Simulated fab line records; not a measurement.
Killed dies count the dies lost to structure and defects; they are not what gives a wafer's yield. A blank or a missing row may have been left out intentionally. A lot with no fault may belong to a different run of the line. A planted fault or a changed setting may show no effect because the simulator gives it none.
Which tool did it? | flow berkeleyCmos170 | 33 wafers from 11 lots sampled at 2 of the route's 331 steps

## WHAT EACH GAUGE READ, for each wafer
UCB170_ACTIVE_CD_MEAS_13 targets a cd of 1200 nm.
lot  | measured    | on       | cdNm (nm)
L244 | day 3 21:22 | cdSem-01 | 1199.0 1199.6 1199.8
L245 | day 4 06:20 | cdSem-01 | 1202.1 1200.2 1201.8
L247 | day 4 19:45 | cdSem-01 | 1198.4 1199.0 1199.8
L246 | day 4 20:08 | cdSem-01 | 1196.7 1196.9 1199.2
L248 | day 4 20:25 | cdSem-02 | 1200.9 1198.7 1198.9
L250 | day 5 08:31 | cdSem-01 | 1201.8 1200.1 1200.2
L253 | day 5 15:31 | cdSem-01 | 1198.9 1200.5 1200.6
L259 | day 7 06:28 | cdSem-02 | 1198.4 1192.3 1194.4
L262 | day 7 23:17 | cdSem-01 | 1197.4 1198.4 1198.5
L264 | day 8 10:28 | cdSem-02 | 1198.4 1200.6 1200.2
L267 | day 9 07:37 | cdSem-01 | 1199.8 1200.1 1202.0

## WHICH TOOL RAN EACH LOT (tool, then ch and the chambers of the sampled wafers, then the start)
lot  | UCB170_ACTIVE_EXPOSE_10
L244 | krfScanner-02 ch 0, day 3 20:58
L245 | krfScanner-02 ch 0, day 4 05:56
L247 | krfScanner-01 ch 0, day 4 19:22
L246 | krfScanner-02 ch 0, day 4 19:36
L248 | krfScanner-01 ch 0, day 4 19:50
L250 | krfScanner-02 ch 0, day 5 07:55
L253 | krfScanner-01 ch 0, day 5 14:45
L259 | krfScanner-01 ch 0, day 7 06:05
L262 | krfScanner-02 ch 0, day 7 22:54
L264 | krfScanner-02 ch 0, day 8 10:03
L267 | krfScanner-02 ch 0, day 9 07:12
- UCB170_ACTIVE_EXPOSE_10: exposes mask ACTIVE, target cd 1200 nm.

## THE ANSWER, worked out from the rows above alone
Rule: the lots themselves supply what counts as usual. Put in order of their means at a reading, lots are off if they are a third of the lots or fewer, leave a main group of 4 or more, and stand apart from it by a gap of 3 or more times the standard deviation of the main group's means; of several such gaps the widest counts. A main group is skipped when, at the precision printed for the reading in the tables above, its means are all equal. A lot without any number at a reading at which 4 lots or more have one is off too. The other lots that the step has rows for count as sound.
Nothing can be told from this: no lot is off at any reading shown.

## WHAT HAD BEEN PUT IN BY THE SIMULATOR
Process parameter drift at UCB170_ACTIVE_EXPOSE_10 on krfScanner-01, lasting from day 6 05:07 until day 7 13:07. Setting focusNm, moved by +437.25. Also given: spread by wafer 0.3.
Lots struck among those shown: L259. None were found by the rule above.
